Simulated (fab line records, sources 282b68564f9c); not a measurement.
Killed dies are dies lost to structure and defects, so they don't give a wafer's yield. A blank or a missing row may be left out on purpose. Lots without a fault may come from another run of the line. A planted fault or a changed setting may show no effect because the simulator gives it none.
Split-lot experiment | flow rit_cmos | 5 lots, 23 wafers read, on a route of 202 steps

THE SPLIT
At RIT_ACTIVE_COAT_06 (resist thk 1000 nm), the setting spin_rpm was moved away from the recipe's 3250 rpm on 7 of the 23 wafers read, by -4.0% to +2.9%. The other wafers ran this setting at the recipe's value.

FROM THE SPLIT TO THE READING: what the file shows between them, 4 steps
- RIT_ACTIVE_SOFTBAKE_07: time 60 s (also split here: time_s)
- RIT_ACTIVE_EXPOSE_08: exposes mask M1, target cd 1400 nm
- RIT_ACTIVE_PEB_09
- RIT_ACTIVE_DEVELOP_10: develop time 50 s

THE READING
NOVOLAK_of_ACTIVE_COAT_06.thk_nm (the simulator's own value, which no gauge read), in nm, at RIT_ACTIVE_HARDBAKE_12 (time 60 s). The file gives no usual value for it. The 16 wafers here that ran the recipe average 884.6 nm, standard deviation 3.5 nm.

wafer  | tool, chamber at the split | spin_rpm as run, rpm | against the recipe | NOVOLAK_of_ACTIVE_COAT_06.thk_nm, nm | against lot-mates on the recipe
L077.2 | litho_track-04, 0          | 3250                 | recipe             | 886.9                                | -
L077.3 | litho_track-04, 0          | 3250                 | recipe             | 887.7                                | -
L077.4 | litho_track-04, 0          | 3250                 | recipe             | 886.6                                | -
L077.5 | litho_track-04, 0          | 3250                 | recipe             | 888.9                                | -
L077.6 | litho_track-04, 0          | 3250                 | recipe             | 888.5                                | -
L079.1 | litho_track-02, 0          | 3250                 | recipe             | 876.8                                | -
L079.3 | litho_track-02, 0          | 3250                 | recipe             | 882                                  | -
L079.4 | litho_track-02, 0          | 3119                 | -4.0%              | 901.9                                | +22.5
L079.5 | litho_track-02, 0          | 3119                 | -4.0%              | 902.6                                | +23.2
L079.6 | litho_track-02, 0          | 3119                 | -4.0%              | 901                                  | +21.6
L082.1 | litho_track-02, 0          | 3179                 | -2.2%              | 895.7                                | +9.0
L082.3 | litho_track-02, 0          | 3250                 | recipe             | 887.8                                | -
L082.4 | litho_track-02, 0          | 3250                 | recipe             | 886.6                                | -
L082.5 | litho_track-02, 0          | 3250                 | recipe             | 885.8                                | -
L082.6 | litho_track-02, 0          | 3179                 | -2.2%              | 894                                  | +7.3
L083.4 | litho_track-03, 0          | 3250                 | recipe             | 883.5                                | -
L083.5 | litho_track-03, 0          | 3250                 | recipe             | 883.2                                | -
L083.6 | litho_track-03, 0          | 3250                 | recipe             | 886.7                                | -
L084.2 | litho_track-03, 0          | 3250                 | recipe             | 879.5                                | -
L084.3 | litho_track-03, 0          | 3250                 | recipe             | 879.4                                | -
L084.4 | litho_track-03, 0          | 3344                 | +2.9%              | 868                                  | -13.0
L084.5 | litho_track-03, 0          | 3250                 | recipe             | 884.2                                | -
L084.6 | litho_track-03, 0          | 3344                 | +2.9%              | 868.9                                | -12.1

THE FIT
A straight line over all 23 wafers: NOVOLAK_of_ACTIVE_COAT_06.thk_nm changes by -4.68 nm for each +1% of spin_rpm; r = -0.94; the points scatter about the line by 3.2 nm.
The same after taking each lot's own level away (the mean of its wafers on the recipe; 23 wafers): -5.03 nm for each +1%; r = -0.98; scatter 2 nm.
On that fit, the largest move of spin_rpm shifts the reading by 20 nm.
The lots' own levels span 879.40 to 887.72 nm, that is 2.4 times the standard deviation above.
So the lot-to-lot level changes the slope little: the two slopes agree.
Check: with one of the wafers moved furthest among these (-4.0%) left out of the fit, the line predicts +19.9 nm for it against its lot-mates. It came out at +22.5 nm against them.

OTHER SPLITS ON THESE WAFERS
These wafers also went through other splits before the reading. Each is held against what the fit with the lots' levels taken away leaves over:
other split on the same wafers | wafers away from the commonest value | r with NOVOLAK_of_ACTIVE_COAT_06.thk_nm (lot level and that fit taken away)
RIT_ACTIVE_SOFTBAKE_07 time_s  | 6                                    | +0.20

THE WHOLE CHAIN: every reading that the file lists as answering this split, in the file's order
step                   | what it does       | reading                                                                           | change (the file's fit)              | r (the file's)
RIT_ACTIVE_COAT_06     | resist thk 1000 nm | NOVOLAK_of_ACTIVE_COAT_06.thk_nm (the simulator's own value, which no gauge read) | -5.62 nm for each +1% of the setting | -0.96
RIT_ACTIVE_HARDBAKE_12 | time 60 s          | NOVOLAK_of_ACTIVE_COAT_06.thk_nm (the simulator's own value, which no gauge read) | -4.92 nm for each +1% of the setting | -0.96

THE FILE'S OWN FIT
NOVOLAK_of_ACTIVE_COAT_06.thk_nm changes by -4.92 nm for each +1% of spin_rpm, r = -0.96.
